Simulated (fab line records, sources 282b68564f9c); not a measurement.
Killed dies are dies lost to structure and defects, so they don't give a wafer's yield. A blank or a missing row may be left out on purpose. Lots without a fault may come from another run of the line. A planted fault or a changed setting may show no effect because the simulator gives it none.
Tool commonality check | flow rit_cmos | 12 lots, 36 wafers sampled

WHY IT WAS OPENED
At RIT_GATE_OVL_MEAS_17 the reading GATE_OVL is flagged on 2 of 12 lots. Wafers without a fault read -0.6 nm, standard deviation 1.3.
Rule: a lot is flagged when every wafer of it that has a number lies more than 4 standard deviations from that mean, or none has a number. The other lots count as sound.

lot  | measured    | on         | GATE_OVL (nm), wafer by wafer | flag
L768 | day 2 12:02 | overlay-02 | -5.1 -3.0 -2.9                |
L769 | day 2 19:24 | overlay-01 | -0.9 -2.6 0.6                 |
L770 | day 2 22:32 | overlay-02 | -2.7 -1.0 -2.8                |
L771 | day 3 03:37 | overlay-02 | -2.0 -0.1 0.0                 |
L772 | day 3 09:54 | overlay-01 | 1.0 0.2 1.5                   |
L773 | day 3 17:50 | overlay-02 | 0.9 -0.5 -0.7                 |
L775 | day 4 01:44 | overlay-01 | -1.7 -0.4 -0.5                |
L780 | day 5 04:50 | overlay-02 | 239.8 239.3 238.6             | FLAGGED
L781 | day 5 05:59 | overlay-02 | 240.6 239.7 240.4             | FLAGGED
L785 | day 6 06:50 | overlay-02 | -1.4 2.3 -1.6                 |
L788 | day 6 22:05 | overlay-01 | -0.2 -3.7 0.4                 |
L790 | day 7 07:19 | overlay-01 | -0.1 0.3 2.4                  |
The numbers of the flagged lots are 239.7 nm on average: +240.3 nm against the usual, or +99 or more standard deviations.

WHICH TOOL RAN EACH LOT
The record holds 1 process step before the reading, out of a route of 202 steps. In each cell: the tool, then ch and the chambers that the sampled wafers went through, then the start.
lot  | flag    | RIT_GATE_EXPOSE_13
L768 |         | iline_stepper-02 ch 0, day 2 11:33
L769 |         | iline_stepper-02 ch 0, day 2 18:54
L770 |         | iline_stepper-02 ch 0, day 2 22:01
L771 |         | iline_stepper-01 ch 0, day 3 03:05
L772 |         | iline_stepper-02 ch 0, day 3 09:22
L773 |         | iline_stepper-02 ch 0, day 3 17:13
L775 |         | iline_stepper-02 ch 0, day 4 01:14
L780 | FLAGGED | iline_stepper-01 ch 0, day 5 04:20
L781 | FLAGGED | iline_stepper-01 ch 0, day 5 05:29
L785 |         | iline_stepper-02 ch 0, day 6 06:20
L788 |         | iline_stepper-02 ch 0, day 6 21:34
L790 |         | iline_stepper-02 ch 0, day 7 06:47
What these steps do:
- RIT_GATE_EXPOSE_13: exposes mask M6, target cd 150 nm.
- RIT_GATE_OVL_MEAS_17

FLAGGED OVER TOTAL, TOOL BY TOOL (the gauges that took the reading come last)
step                 | tool             | lots run | flagged | share of the flagged lots | sound lots run after its first flagged lot
RIT_GATE_EXPOSE_13   | iline_stepper-01 | 3        | 2       | all                       | 0
RIT_GATE_EXPOSE_13   | iline_stepper-02 | 9        | 0       | none                      | -
RIT_GATE_OVL_MEAS_17 | overlay-01       | 5        | 0       | none                      | -
RIT_GATE_OVL_MEAS_17 | overlay-02       | 7        | 2       | all                       | 1 (L785)

WHAT THE TABLE ALLOWS
2 rows of the table ran every flagged lot: iline_stepper-01 at RIT_GATE_EXPOSE_13, overlay-02 at RIT_GATE_OVL_MEAS_17.
- iline_stepper-01 at RIT_GATE_EXPOSE_13: 2 of its 3 lots flagged. Its last sound lot is L771 (day 3 03:05), its first flagged lot L780 (day 5 04:20): a fault that began between those two fits.
- overlay-02 at RIT_GATE_OVL_MEAS_17: 2 of its 7 lots flagged. Sound lots ran on it after the first flagged one (L785), which a lasting fault on the whole tool wouldn't allow.
One tool is left: iline_stepper-01 at RIT_GATE_EXPOSE_13.

WHAT THE SIMULATOR HAD PUT IN
Scanner matching overlay: iline_stepper-01, from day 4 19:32 on, at RIT_GATE_EXPOSE_13. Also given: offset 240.
Lots struck among those shown: L780, L781. The rule above found the same.
